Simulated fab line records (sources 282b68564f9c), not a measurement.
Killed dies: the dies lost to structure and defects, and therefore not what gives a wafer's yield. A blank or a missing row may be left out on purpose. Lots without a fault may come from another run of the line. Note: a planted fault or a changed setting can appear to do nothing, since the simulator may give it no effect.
fab line records	flow rit-cmos
[record] lots = 13	wafers = 39	last-day = 7
route steps=202 shown FOX1@21 GATE@83 NLDD@106 M1@198
lots with no fault: from the same line, run without faults
start-h: hours from the record's opening day to when the first of the lot's shown wafers began	wait-h: how many hours have passed since the lot's step before this one	" same as the row above	L1.1+2: a single row standing in for several wafers	- no value, or no start given	* or withheld: withheld	< > ~ a bound
route shown NAME@n: a module of which the file shows steps, and the number in the route of the first	usual: average and standard deviation across the fault-free wafers	same: alike in all rows	chamber/n: place in a boat	sites: per-site readings	_std_site: the values' standard deviation	_edge_site: outer sites' mean less inner sites'	radius-mm: how far each site lies from the wafer's centre	mask NAME#n: copy n	behind: the last tool/chamber to shape the wafer	hold: why the lot went on hold/how many hours it stayed there/how the hold came to an end	device: whichever transistor did not switch (one of n, p or np)	end of line: at the end of the route, the tests of the same wafers	for a step that has no rows: nothing shown but its recipe	killed: dies that structure and defects cost at the first sort, which is not the same as the wafer's yield	map: the dies of a wafer, with x for killed, . for not killed, _ for no die there
set.NAME: the setting as run; set.NAME@STEP: as run at that earlier step	model.NAME: the simulator's own value behind a step, which no gauge read
a sample of lots followed through the steps of the route, with each step as a table and each wafer as a row
services: a tool's chamber out of use, with start hour (start-h, from the record's first day; less than 0 if before it), hours out, and reason
[[steps]]
[step RIT_FOX1_THK_MEAS_01]
[recipe] reads = SiO2_of_FOX1_OXIDATION_00
[usual] FOX1_OXIDE_THK = 349/8.2
lot.wafer	tool	chamber	start-h	wait-h	FOX1_OXIDE_THK[nm]
L744.3	film-metro-01	-	17.57	0.0	345
L744.4	"	-	"	"	346
L744.6	"	-	"	"	338
L745.2	film-metro-01	-	23.62	0.0	354
L745.3	"	-	"	"	354
L745.6	"	-	"	"	350
L746.1	film-metro-03	-	29.45	0.0	345
L746.4	"	-	"	"	346
L746.6	"	-	"	"	348
L747.2	film-metro-01	-	34.93	0.0	351
L747.4	"	-	"	"	358
L747.6	"	-	"	"	356
L749.2	film-metro-03	-	45.01	0.0	343
L749.5	"	-	"	"	340
L749.6	"	-	"	"	343
L751.3	film-metro-03	-	51.91	0.0	358
L751.5	"	-	"	"	358
L751.6	"	-	"	"	356
L752.2	film-metro-03	-	60.90	0.0	343
L752.3	"	-	"	"	345
L752.4	"	-	"	"	343
L753.1	film-metro-04	-	67.41	0.0	341
L753.2	"	-	"	"	337
L753.5	"	-	"	"	341
L754.2	film-metro-04	-	68.35	0.0	359
L754.3	"	-	"	"	363
L754.5	"	-	"	"	363
L764.1	film-metro-04	-	117.45	0.0	361
L764.2	"	-	"	"	361
L764.3	"	-	"	"	360
L765.1	film-metro-04	-	123.43	0.0	354
L765.4	"	-	"	"	352
L765.6	"	-	"	"	348
L766.1	film-metro-01	-	130.73	0.0	334
L766.3	"	-	"	"	330
L766.4	"	-	"	"	334
L767.1	film-metro-04	-	134.34	0.0	341
L767.3	"	-	"	"	340
L767.6	"	-	"	"	338
[step RIT_GATE_THK_MEAS_07]
[recipe] reads = SiO2_of_GATE_OXIDATION_05
[usual] GATE_OXIDE_THK = 3.00/0.066
lot.wafer	tool	chamber	start-h	wait-h	GATE_OXIDE_THK[nm]
L744.3	film-metro-03	-	36.83	0.0	3.13
L744.4	"	-	"	"	3.09
L744.6	"	-	"	"	3.12
L745.2	film-metro-03	-	40.89	0.0	3.01
L745.3	"	-	"	"	2.95
L745.6	"	-	"	"	3.02
L746.1	film-metro-01	-	48.72	0.0	2.87
L746.4	"	-	"	"	2.97
L746.6	"	-	"	"	2.93
L747.2	film-metro-03	-	54.70	0.0	3.03
L747.4	"	-	"	"	3.12
L747.6	"	-	"	"	2.97
L749.2	film-metro-03	-	64.69	0.0	2.98
L749.5	"	-	"	"	3.04
L749.6	"	-	"	"	3.16
L751.3	film-metro-03	-	74.58	0.0	3.03
L751.5	"	-	"	"	3.09
L751.6	"	-	"	"	3.06
L752.2	film-metro-03	-	79.39	0.0	2.96
L752.3	"	-	"	"	2.94
L752.4	"	-	"	"	2.90
L753.1	film-metro-03	-	86.29	0.0	2.98
L753.2	"	-	"	"	3.02
L753.5	"	-	"	"	3.10
L754.2	film-metro-03	-	86.97	0.0	2.97
L754.3	"	-	"	"	2.92
L754.5	"	-	"	"	2.97
L764.1	film-metro-02	-	137.99	0.0	3.03
L764.2	"	-	"	"	3.02
L764.3	"	-	"	"	3.00
L765.1	film-metro-02	-	142.30	0.0	2.98
L765.4	"	-	"	"	2.97
L765.6	"	-	"	"	2.98
L766.1	film-metro-01	-	150.05	0.0	3.06
L766.3	"	-	"	"	3.10
L766.4	"	-	"	"	3.07
L767.1	film-metro-01	-	151.37	0.0	3.01
L767.3	"	-	"	"	2.93
L767.6	"	-	"	"	2.86
[step RIT_NLDD_EXPOSE_03]
[recipe] mask-id = M7	na = 0.57	target-cd-nm = 40700	dose-mj = 250
[usual] reticle-temp-C = 22.99/0.11
lot.wafer	tool	chamber	start-h	wait-h	mask	reticle-temp-C
L744.3	iline-stepper-01	0	45.19	0.2	M7#0	22.89
L744.4	"	0	"	"	M7#0	22.86
L744.6	"	0	"	"	M7#0	22.97
L745.2	iline-stepper-02	0	49.69	0.2	M7#0	22.87
L745.3	"	0	"	"	M7#0	22.94
L745.6	"	0	"	"	M7#0	22.87
L746.1	iline-stepper-02	0	56.33	0.1	M7#0	22.87
L746.4	"	0	"	"	M7#0	22.74
L746.6	"	0	"	"	M7#0	22.91
L747.2	iline-stepper-01	0	64.05	0.2	M7#0	22.92
L747.4	"	0	"	"	M7#0	22.81
L747.6	"	0	"	"	M7#0	22.84
L749.2	iline-stepper-01	0	71.83	0.1	M7#0	23.05
L749.5	"	0	"	"	M7#0	22.89
L749.6	"	0	"	"	M7#0	23.02
L751.3	iline-stepper-02	0	82.17	0.1	M7#0	22.96
L751.5	"	0	"	"	M7#0	23.11
L751.6	"	0	"	"	M7#0	22.97
L752.2	iline-stepper-02	0	86.57	0.1	M7#0	23.12
L752.3	"	0	"	"	M7#0	23.02
L752.4	"	0	"	"	M7#0	22.89
L753.1	iline-stepper-01	0	94.63	0.2	M7#0	22.99
L753.2	"	0	"	"	M7#0	22.96
L753.5	"	0	"	"	M7#0	23.00
L754.2	iline-stepper-02	0	96.56	0.2	M8#0	23.21
L754.3	"	0	"	"	M8#0	23.09
L754.5	"	0	"	"	M8#0	23.21
L764.1	iline-stepper-01	0	146.24	0.2	M7#0	22.94
L764.2	"	0	"	"	M7#0	22.84
L764.3	"	0	"	"	M7#0	22.96
L765.1	iline-stepper-02	0	150.43	0.2	M7#0	23.12
L765.4	"	0	"	"	M7#0	23.12
L765.6	"	0	"	"	M7#0	23.11
L766.1	iline-stepper-01	0	157.01	0.2	M7#0	23.04
L766.3	"	0	"	"	M7#0	22.94
L766.4	"	0	"	"	M7#0	22.82
L767.1	iline-stepper-01	0	159.42	0.1	M7#0	23.14
L767.3	"	0	"	"	M7#0	23.10
L767.6	"	0	"	"	M7#0	23.30
[step RIT_NLDD_OVL_MEAS_06]
[usual] NLDD_OVL = 1.2/1.4
lot.wafer	tool	chamber	start-h	wait-h	NLDD_OVL[nm]
L744.3	overlay-02	-	45.57	-	2.5
L744.4	"	-	"	"	1.1
L744.6	"	-	"	"	3.7
L745.2	overlay-01	-	50.08	-	-1.0
L745.3	"	-	"	"	-0.9
L745.6	"	-	"	"	-0.4
L746.1	overlay-01	-	56.73	-	1.9
L746.4	"	-	"	"	1.5
L746.6	"	-	"	"	1.5
L747.2	overlay-01	-	64.44	-	1.7
L747.4	"	-	"	"	1.9
L747.6	"	-	"	"	1.5
L749.2	overlay-02	-	72.21	-	4.4
L749.5	"	-	"	"	4.1
L749.6	"	-	"	"	4.1
L751.3	overlay-02	-	82.55	-	2.6
L751.5	"	-	"	"	3.0
L751.6	"	-	"	"	2.2
L752.2	overlay-01	-	86.96	-	1.7
L752.3	"	-	"	"	2.5
L752.4	"	-	"	"	1.0
L753.1	overlay-02	-	95.03	-	3.0
L753.2	"	-	"	"	4.4
L753.5	"	-	"	"	2.7
L754.2	overlay-02	-	96.94	-	-
L754.3	"	-	"	"	-
L754.5	"	-	"	"	-
L764.1	overlay-02	-	146.64	-	2.2
L764.2	"	-	"	"	1.4
L764.3	"	-	"	"	1.1
L765.1	overlay-02	-	151.00	-	1.8
L765.4	"	-	"	"	1.4
L765.6	"	-	"	"	0.9
L766.1	overlay-01	-	157.41	-	1.5
L766.3	"	-	"	"	1.0
L766.4	"	-	"	"	0.8
L767.1	overlay-01	-	159.82	-	1.5
L767.3	"	-	"	"	-0.1
L767.6	"	-	"	"	1.0
[step RIT_NLDD_TW_MEAS_10]
[usual] NLDD_TW = 2466/21
lot.wafer	tool	chamber	start-h	wait-h	hold	NLDD_TW
L744.3	film-metro-02	-	46.09	0.1	-	2485
L744.4	"	-	"	"	-	2477
L744.6	"	-	"	"	-	2473
L745.2	film-metro-02	-	50.59	0.1	-	2474
L745.3	"	-	"	"	-	2493
L745.6	"	-	"	"	-	2491
L746.1	film-metro-03	-	57.24	0.1	-	2461
L746.4	"	-	"	"	-	2466
L746.6	"	-	"	"	-	2466
L747.2	film-metro-03	-	64.95	0.1	-	2450
L747.4	"	-	"	"	-	2467
L747.6	"	-	"	"	-	2465
L749.2	film-metro-04	-	72.73	0.1	-	2477
L749.5	"	-	"	"	-	2479
L749.6	"	-	"	"	-	2474
L751.3	film-metro-02	-	83.06	0.1	-	2477
L751.5	"	-	"	"	-	2477
L751.6	"	-	"	"	-	2487
L752.2	film-metro-04	-	87.47	0.1	-	2475
L752.3	"	-	"	"	-	2462
L752.4	"	-	"	"	-	2462
L753.1	film-metro-02	-	95.54	0.1	-	2488
L753.2	"	-	"	"	-	2478
L753.5	"	-	"	"	-	2479
L754.2	film-metro-03	-	97.46	0.1	await-dispo/0.2h/release	30
L754.3	"	-	"	"	await-dispo/0.2h/release	30
L754.5	"	-	"	"	await-dispo/0.2h/release	30
L754.2	film-metro-03	-	97.69	0.2	-	30
L754.3	"	-	"	"	-	30
L754.5	"	-	"	"	-	30
L764.1	film-metro-04	-	147.15	0.1	-	2460
L764.2	"	-	"	"	-	2478
L764.3	"	-	"	"	-	2480
L765.1	film-metro-04	-	151.51	0.1	-	2476
L765.4	"	-	"	"	-	2477
L765.6	"	-	"	"	-	2480
L766.1	film-metro-04	-	157.92	0.1	-	2463
L766.3	"	-	"	"	-	2470
L766.4	"	-	"	"	-	2475
L767.1	film-metro-03	-	160.33	0.1	-	2431
L767.3	"	-	"	"	-	2432
L767.6	"	-	"	"	-	2436
[step RIT_M1_STRIP_14]
[recipe] chemistry = O2	time-s = 180	platen-temp-c = withheld	power-w = 500	pressure-mtorr = 4000	o2-flow-sccm = 4000
[usual] drypump-motor-current-A = 5.6/0.37	o2-flow-sccm = 3999/12
lot.wafer	tool	chamber	start-h	wait-h	drypump-motor-current-A	o2-flow-sccm	rf-hours-counter-h
L744.3	plasma-asher-03	1	60.44	0.1	6.1	3993	-
L744.4	"	0	"	"	5.7	3998	-
L744.6	"	0	"	"	5.7	4004	-
L745.2	plasma-asher-04	1	64.58	0.0	5.5	4003	26
L745.3	"	1	"	"	5.5	3998	-
L745.6	"	0	"	"	5.0	4005	-
L746.1	plasma-asher-04	0	71.51	0.0	5.0	4013	27
L746.4	"	0	"	"	5.0	3998	-
L746.6	"	0	"	"	5.0	3981	-
L747.2	plasma-asher-03	1	78.85	0.0	6.0	4006	43
L747.4	"	0	"	"	5.8	3989	-
L747.6	"	0	"	"	5.7	3974	-
L749.2	plasma-asher-03	0	87.12	0.0	5.7	3985	44
L749.5	"	1	"	"	6.1	4012	-
L749.6	"	0	"	"	5.7	4005	-
L751.3	plasma-asher-03	0	97.19	0.1	5.7	3998	-
L751.5	"	1	"	"	6.1	3982	-
L751.6	"	0	"	"	5.7	3991	-
L752.2	plasma-asher-04	0	102.03	0.0	5.0	4000	30
L752.3	"	0	"	"	5.0	4000	-
L752.4	"	1	"	"	5.5	4001	-
L753.1	plasma-asher-01	1	108.73	0.0	5.7	4017	46
L753.2	"	0	"	"	6.1	4013	46
L753.5	"	1	"	"	5.6	4015	-
L764.1	plasma-asher-01	0	160.41	0.0	6.1	4005	4
L764.2	"	1	"	"	5.6	3992	4
L764.3	"	1	"	"	5.6	3983	-
L765.1	plasma-asher-03	1	164.34	0.0	6.0	4005	53
L765.4	"	0	"	"	5.7	4022	-
L765.6	"	0	"	"	5.7	4003	-
L766.1	plasma-asher-04	1	170.89	0.0	5.5	3998	38
L766.3	"	1	"	"	5.6	3997	-
L766.4	"	0	"	"	5.0	4008	-
L767.1	plasma-asher-04	1	173.45	0.0	5.6	4005	38
L767.3	"	0	"	"	5.0	3967	-
L767.6	"	1	"	"	5.5	4010	-
[step RIT_M1_PROBE_99]
[usual] defect-limited-yield = 97.1/1.2	killed-at-contacts = 0.1/0.31	killed-at-front-end = 8/3.1	killed-dies = 8/3.2	killed-on-rim = 2.1/1.6	killed-open = 3.9/2.2	killed-short = 3.8/2.1	sort_bin_3_pad_short = 0.1/0.23	sort_bin_5_function = 1.7/0.86	sort_bin_6_memory = 1.1/0.7	sort-n-pass = 256/3.2	sort-yield-pct = 97.1/1.2
[same] gross-dies = 264	killed_at_M0_to_M3 = 0	killed_at_M4_up = 0	killed-at-back-side = 0	killed-at-other = 0
lot.wafer	tool	chamber	start-h	wait-h	defect-limited-yield[%]	killed-at-contacts	killed-at-front-end	killed-dies	killed-on-rim	killed-open	killed-short	sort_bin_3_pad_short[%]	sort_bin_5_function[%]	sort_bin_6_memory[%]	sort-n-pass	sort-yield-pct[%]
L744.3	prober-02	-	62.40	0.2	95.5	0	12	12	7	5	7	0.4	2.3	1.9	252	95.5
L744.4	prober-02	-	62.45	0.2	95.5	0	12	12	3	5	7	0.4	2.7	1.5	252	95.5
L744.6	prober-02	-	62.55	0.2	97.0	0	8	8	2	6	2	0	1.1	1.9	256	97.0
L745.2	prober-01	-	66.54	0.1	98.5	0	4	4	1	4	0	0	1.1	0.4	260	98.5
L745.3	prober-01	-	66.59	0.2	99.2	0	2	2	0	0	2	0	0	0.8	262	99.2
L745.6	prober-01	-	66.74	0.2	97.3	0	7	7	3	3	4	0	2.3	0.4	257	97.3
L746.1	prober-02	-	73.42	0.1	95.5	0	12	12	3	7	5	0.4	2.7	1.5	252	95.5
L746.4	prober-02	-	73.57	0.2	97.0	0	8	8	2	4	4	0	0.8	2.3	256	97.0
L746.6	prober-02	-	73.67	0.2	97.3	0	7	7	3	1	6	0	0.8	1.9	257	97.3
L747.2	prober-01	-	80.81	0.1	97.7	0	6	6	1	5	1	0	1.1	1.1	258	97.7
L747.4	prober-01	-	80.91	0.2	98.5	0	4	4	0	1	3	0	1.1	0.4	260	98.5
L747.6	prober-01	-	81.01	0.2	97.0	0	8	8	5	4	4	0.4	1.9	0.8	256	97.0
L749.2	prober-02	-	89.08	0.1	95.8	1	10	11	4	6	5	0	3.4	0.8	253	95.8
L749.5	prober-02	-	89.23	0.2	98.1	0	5	5	0	4	1	0.4	1.1	0.4	259	98.1
L749.6	prober-02	-	89.28	0.2	98.5	0	4	4	0	2	2	0	1.1	0.4	260	98.5
L751.3	prober-01	-	99.15	0.2	98.5	0	4	4	1	3	1	0	1.1	0.4	260	98.5
L751.5	prober-01	-	99.25	0.2	98.5	0	4	4	0	1	3	0	0.8	0.8	260	98.5
L751.6	prober-01	-	99.30	0.2	98.1	0	5	5	0	2	3	0	1.5	0.4	259	98.1
L752.2	prober-02	-	108.64	0.1	97.0	0	8	8	4	8	0	0	1.5	1.5	256	97.0
L752.3	prober-02	-	108.69	0.2	96.6	0	9	9	3	4	5	0	3.0	0.4	255	96.6
L752.4	prober-02	-	108.74	0.2	94.7	1	13	14	4	10	4	0	3.8	1.5	250	94.7
L753.1	prober-01	-	110.64	0.1	97.0	0	8	8	2	7	1	0	2.7	0.4	256	97.0
L753.2	prober-01	-	110.69	0.1	97.7	0	6	6	2	1	5	0	1.1	1.1	258	97.7
L753.5	prober-01	-	110.84	0.2	94.7	1	13	14	1	5	9	0.4	1.5	3.4	250	94.7
L764.1	prober-02	-	162.32	0.1	97.3	0	7	7	4	2	5	0	1.9	0.8	257	97.3
L764.2	prober-02	-	162.37	0.1	98.5	0	4	4	0	1	3	0	1.5	0	260	98.5
L764.3	prober-02	-	162.42	0.2	97.3	1	6	7	0	2	5	0.4	1.9	0.4	257	97.3
L765.1	prober-01	-	166.26	0.1	95.5	0	12	12	2	7	5	0	3.4	1.1	252	95.5
L765.4	prober-01	-	166.41	0.2	96.6	0	9	9	6	7	2	0	1.9	1.5	255	96.6
L765.6	prober-01	-	166.51	0.2	95.8	0	11	11	4	6	5	0.4	2.3	1.5	253	95.8
L766.1	prober-02	-	172.80	0.1	97.3	0	7	7	2	2	5	0.4	1.1	1.1	257	97.3
L766.3	prober-02	-	172.90	0.2	96.2	0	10	10	2	5	5	0	1.5	2.3	254	96.2
L766.4	prober-02	-	172.95	0.2	97.7	0	6	6	1	4	2	0	0.8	1.5	258	97.7
L767.1	prober-01	-	175.37	0.1	97.3	0	7	7	1	2	5	0	1.1	1.5	257	97.3
L767.3	prober-01	-	175.47	0.2	97.3	0	7	7	4	4	3	0.4	1.5	0.8	257	97.3
L767.6	prober-01	-	175.62	0.2	97.3	0	7	7	1	3	4	0	1.5	1.1	257	97.3
// killed by level:class
L744.3 GATE:geometric-particle:short=3 SILICIDE:geometric-particle:open=2 FOX1:geometric-particle:open=1 FOX2:geometric-particle:short=1 GATE:geometric-particle:open=1 REOX:geometric-particle:open=1 REOX:geometric-particle:short=1 SPACER:geometric-particle:short=1
L744.4 GATE:geometric-particle:open=3 GATE:geometric-particle:short=2 FOX1:geometric-particle:short=1 FOX2:geometric-particle:short=1 REOX:geometric-particle:short=1 SPACER:geometric-particle:short=1 SPACER:geometric-particle:open=1 SILICIDE:geometric-particle:open=1
L744.6 FOX2:geometric-particle:short=2 FOX2:geometric-particle:open=2 GATE:geometric-particle:open=2 REOX:geometric-particle:open=2
L745.2 SILICIDE:geometric-particle:open=2 FOX1:geometric-particle:open=1 SPACER:geometric-particle:open=1
L745.3 SPACER:geometric-particle:short=2
L745.6 FOX1:geometric-particle:short=1 FOX1:geometric-particle:open=1 GATE:geometric-particle:open=1 GATE:geometric-particle:short=1 REOX:geometric-particle:short=1 REOX:geometric-particle:open=1 SILICIDE:geometric-particle:short=1
L746.1 FOX1:geometric-particle:open=2 GATE:geometric-particle:open=2 REOX:geometric-particle:short=2 FOX1:geometric-particle:short=1 FOX2:geometric-particle:open=1 FOX2:geometric-particle:short=1 GATE:geometric-particle:short=1 REOX:geometric-particle:open=1
L746.4 SPACER:geometric-particle:short=3 SPACER:geometric-particle:open=2 FOX1:geometric-particle:short=1 FOX1:geometric-particle:open=1 REOX:geometric-particle:open=1
L746.6 REOX:geometric-particle:short=2 SPACER:geometric-particle:short=2 FOX1:geometric-particle:short=1 GATE:geometric-particle:short=1 GATE:geometric-particle:open=1
L747.2 FOX1:geometric-particle:open=2 GATE:geometric-particle:open=2 GATE:geometric-particle:short=1 REOX:geometric-particle:open=1
L747.4 GATE:geometric-particle:short=3 STARTING-WAFER:geometric-particle:open=1
L747.6 REOX:geometric-particle:short=3 SPACER:geometric-particle:open=2 FOX1:geometric-particle:open=1 REOX:geometric-particle:open=1 SPACER:geometric-particle:short=1
L749.2 SPACER:geometric-particle:open=3 GATE:geometric-particle:short=2 SPACER:geometric-particle:short=2 FOX2:geometric-particle:open=1 SILICIDE:geometric-particle:short=1 SILICIDE:geometric-particle:open=1 CONTACT:geometric-particle:open=1
L749.5 SILICIDE:geometric-particle:open=2 REOX:geometric-particle:open=1 SPACER:geometric-particle:open=1 SILICIDE:geometric-particle:short=1
L749.6 FOX2:geometric-particle:short=1 GATE:geometric-particle:open=1 GATE:geometric-particle:short=1 SPACER:geometric-particle:open=1
L751.3 GATE:geometric-particle:open=2 GATE:geometric-particle:short=1 REOX:geometric-particle:open=1
L751.5 GATE:geometric-particle:short=2 FOX1:geometric-particle:open=1 FOX1:geometric-particle:short=1
L751.6 FOX1:geometric-particle:short=1 GATE:geometric-particle:short=1 REOX:geometric-particle:open=1 SPACER:geometric-particle:open=1 SPACER:geometric-particle:short=1
L752.2 FOX1:geometric-particle:open=3 GATE:geometric-particle:open=3 SILICIDE:geometric-particle:open=2
L752.3 SILICIDE:geometric-particle:short=3 GATE:geometric-particle:open=2 FOX1:geometric-particle:short=1 FOX2:geometric-particle:open=1 GATE:geometric-particle:short=1 REOX:geometric-particle:open=1
L752.4 GATE:geometric-particle:open=6 GATE:geometric-particle:short=2 REOX:geometric-particle:short=2 REOX:geometric-particle:open=1 SPACER:geometric-particle:open=1 SILICIDE:geometric-particle:open=1 CONTACT:geometric-particle:open=1
L753.1 GATE:geometric-particle:open=5 GATE:geometric-particle:short=1 REOX:geometric-particle:open=1 SPACER:geometric-particle:open=1
L753.2 GATE:geometric-particle:short=2 REOX:geometric-particle:short=1 REOX:geometric-particle:open=1 SPACER:geometric-particle:short=1 SILICIDE:geometric-particle:short=1
L753.5 GATE:geometric-particle:short=4 REOX:geometric-particle:open=3 GATE:geometric-particle:open=2 FOX1:geometric-particle:short=1 REOX:geometric-particle:short=1 SPACER:geometric-particle:short=1 SILICIDE:geometric-particle:short=1 CONTACT:geometric-particle:short=1
L764.1 GATE:geometric-particle:short=2 FOX1:geometric-particle:open=1 GATE:geometric-particle:open=1 REOX:geometric-particle:short=1 SPACER:geometric-particle:short=1 SILICIDE:geometric-particle:short=1
L764.2 FOX1:geometric-particle:short=2 GATE:geometric-particle:open=1 GATE:geometric-particle:short=1
L764.3 GATE:geometric-particle:open=2 GATE:geometric-particle:short=2 SPACER:geometric-particle:short=1 SILICIDE:geometric-particle:short=1 CONTACT:geometric-particle:short=1
L765.1 FOX2:geometric-particle:open=3 FOX2:geometric-particle:short=2 GATE:geometric-particle:short=2 SPACER:geometric-particle:open=2 SILICIDE:geometric-particle:open=2 SPACER:geometric-particle:short=1
L765.4 GATE:geometric-particle:open=3 REOX:geometric-particle:open=2 GATE:geometric-particle:short=1 SPACER:geometric-particle:short=1 SPACER:geometric-particle:open=1 SILICIDE:geometric-particle:open=1
L765.6 GATE:geometric-particle:open=3 FOX2:geometric-particle:short=2 GATE:geometric-particle:short=2 SILICIDE:geometric-particle:open=2 FOX2:geometric-particle:open=1 REOX:geometric-particle:short=1
L766.1 FOX1:geometric-particle:short=2 GATE:geometric-particle:short=2 GATE:geometric-particle:open=1 SPACER:geometric-particle:short=1 SPACER:geometric-particle:open=1
L766.3 GATE:geometric-particle:open=3 FOX1:geometric-particle:short=1 FOX1:geometric-particle:open=1 FOX2:geometric-particle:short=1 GATE:geometric-particle:short=1 REOX:geometric-particle:short=1 SPACER:geometric-particle:open=1 SPACER:geometric-particle:short=1
L766.4 GATE:geometric-particle:open=2 FOX1:geometric-particle:short=1 GATE:geometric-particle:short=1 REOX:geometric-particle:open=1 SPACER:geometric-particle:open=1
L767.1 GATE:geometric-particle:short=2 REOX:geometric-particle:short=2 FOX2:geometric-particle:open=1 SPACER:geometric-particle:short=1 SILICIDE:geometric-particle:open=1
L767.3 FOX1:geometric-particle:short=1 FOX1:geometric-particle:open=1 GATE:geometric-particle:short=1 GATE:geometric-particle:open=1 REOX:geometric-particle:short=1 REOX:geometric-particle:open=1 SPACER:geometric-particle:open=1
L767.6 GATE:geometric-particle:short=2 FOX2:geometric-particle:open=1 FOX2:geometric-particle:short=1 GATE:geometric-particle:open=1 REOX:geometric-particle:short=1 REOX:geometric-particle:open=1
[[services]]
tool	chamber	start-h	hours	kind
iline-stepper-01	-	40.79	1.7	pm
plasma-asher-01	-	55.06	1.2	repair
iline-stepper-02	-	69.05	0.9	repair
plasma-asher-01	-	108.90	9.0	pm
plasma-asher-01	0	108.90	9.0	vent-cycle
plasma-asher-01	1	108.90	9.0	vent-cycle
plasma-asher-01	0	117.90	-	clean
plasma-asher-01	1	117.90	-	clean
plasma-asher-04	-	132.08	5.2	repair
iline-stepper-02	-	153.86	10.1	repair
[[key]]
[first-sign] step = RIT_NLDD_EXPOSE_03	reading = mask	direction = changed
[effect] step = RIT_NLDD_OVL_MEAS_06	reading = NLDD_OVL	direction = missing
[effect] step = RIT_NLDD_TW_MEAS_10	reading = visit	direction = added
[effect] step = RIT_NLDD_TW_MEAS_10	reading = NLDD_TW	direction = down	sigmas = 99+	usual = 2466	struck = 30
met-at RIT_NLDD_EXPOSE_03
struck-lots L754
scrapped-behind RIT_NLDD_TW_MEAS_10 L754.2,L754.3,L754.5
not-acting-at RIT_FOX1_THK_MEAS_01,RIT_GATE_THK_MEAS_07,RIT_M1_STRIP_14
onset-between 86.57 96.56
[fault] kind = wrong-mask	tool = any	chamber = -	onset-h = 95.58	steps = RIT_NLDD_EXPOSE_03	aux-copy = M8#0	scope = struck-lots-only
